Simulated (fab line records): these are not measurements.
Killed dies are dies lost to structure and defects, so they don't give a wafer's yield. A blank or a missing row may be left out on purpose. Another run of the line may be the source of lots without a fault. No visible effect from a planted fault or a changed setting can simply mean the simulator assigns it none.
One fault through the eyes of 2 desks || flow ritCmos || each desk holds nothing but its own numbers, with what lay behind them at the end

## METROLOGY DESK
Means of the sampled wafers that have a number, per lot and without regard to the tool the lot ran on: this is what the gauges read. Marked OUT: a lot whose mean sits more than 4 standard deviations from the usual mean, which makes it out of limits; the brackets give that distance.
Columns: A = NSD_OVL at RIT_NSD_OVL_MEAS_06, usual 1.1 nm; B = SILICIDE_TI_RS at RIT_SILICIDE_RS_MEAS_02, usual 47.8 ohm/sq; C = SILICIDE_TI_THK at RIT_SILICIDE_THK_MEAS_03, usual 30.0 nm
{"lot": "L392", "first seen here": "day 3 05:07", "A": 1.7, "B": 47.5, "C": 30.2}
{"lot": "L394", "first seen here": "day 3 16:06", "A": 1.5, "B": 46.9, "C": 30.7}
{"lot": "L395", "first seen here": "day 3 18:21", "A": 0.4, "B": 47.7, "C": 30.1}
{"lot": "L396", "first seen here": "day 4 00:14", "A": -0.1, "B": 48.7, "C": 29.4}
{"lot": "L397", "first seen here": "day 4 04:44", "A": -0.6, "B": 48.0, "C": 29.8}
{"lot": "L398", "first seen here": "day 4 09:06", "A": 2.8, "B": 48.8, "C": 29.3}
{"lot": "L399", "first seen here": "day 4 11:32", "A": 2.3, "B": 47.7, "C": 30.1}
{"lot": "L400", "first seen here": "day 4 22:05", "A": 1.6, "B": 47.6, "C": 30.3}
{"lot": "L402", "first seen here": "day 5 03:10", "A": -0.3, "B": 49.3, "C": 29.2}
{"lot": "L403", "first seen here": "day 5 08:02", "A": 0.1, "B": 47.3, "C": 30.1}
{"lot": "L405", "first seen here": "day 5 21:34", "A": 2.5, "B": 48.2, "C": 29.8}
{"lot": "L409", "first seen here": "day 6 16:47", "A": 1.5, "B": "80.0 (+43) OUT", "C": "19.9 (-22) OUT"}
{"lot": "L411", "first seen here": "day 7 02:56", "A": -0.2, "B": "80.3 (+43) OUT", "C": "19.9 (-23) OUT"}
{"lot": "L414", "first seen here": "day 7 18:53", "A": 2.0, "B": 47.8, "C": 30.1}
This desk reports L409, L411 out of limits; the earliest was L409 at day 6 20:13 (SILICIDE_TI_RS at RIT_SILICIDE_RS_MEAS_02). Within limits: L392, L394, L395, L396, L397, L398, L399, L400, L402, L403, L405, L414.

## AT THE TOOL OWNER'S DESK: pvdSputter-03
The tool's own readings at RIT_SILICIDE_SPUTTER_01 (material Ti, target thk 30 nm, time 240 s): means of the sampled wafers that have a number, for each lot that ran on this tool. Marked OUT: a lot whose mean sits more than 4 standard deviations from the usual mean, which makes it out of limits; the brackets give that distance.
Columns: A = throttleValvePct at RIT_SILICIDE_SPUTTER_01, usual 30.1 %
{"lot": "L397", "first seen here": "day 4 07:50", "A": 29.8}
{"lot": "L403", "first seen here": "day 5 11:06", "A": 30.5}
{"lot": "L405", "first seen here": "day 6 00:58", "A": 30.7}
{"lot": "L409", "first seen here": "day 6 20:02", "A": 30.1}
{"lot": "L411", "first seen here": "day 7 06:02", "A": 30.7}
This desk's verdict: no lot among the 5 shows anything out of limits.

## TAKEN TOGETHER
L409, L411 would have let the metrology desk raise an alarm at day 6 20:13.
Nothing out of limits was seen by the tool owner's desk.
The tool owner's desk has L409, L411 on record, within its limits.
All the named lots went through RIT_SILICIDE_SPUTTER_01 on pvdSputter-03.

## WHAT WAS PUT IN BY THE SIMULATOR
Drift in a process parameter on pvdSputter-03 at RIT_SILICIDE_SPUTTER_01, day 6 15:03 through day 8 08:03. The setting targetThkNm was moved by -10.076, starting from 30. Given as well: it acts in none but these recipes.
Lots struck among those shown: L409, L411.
Delay in hours, fault start to first out-of-limits reading, per desk: metrology desk 5.
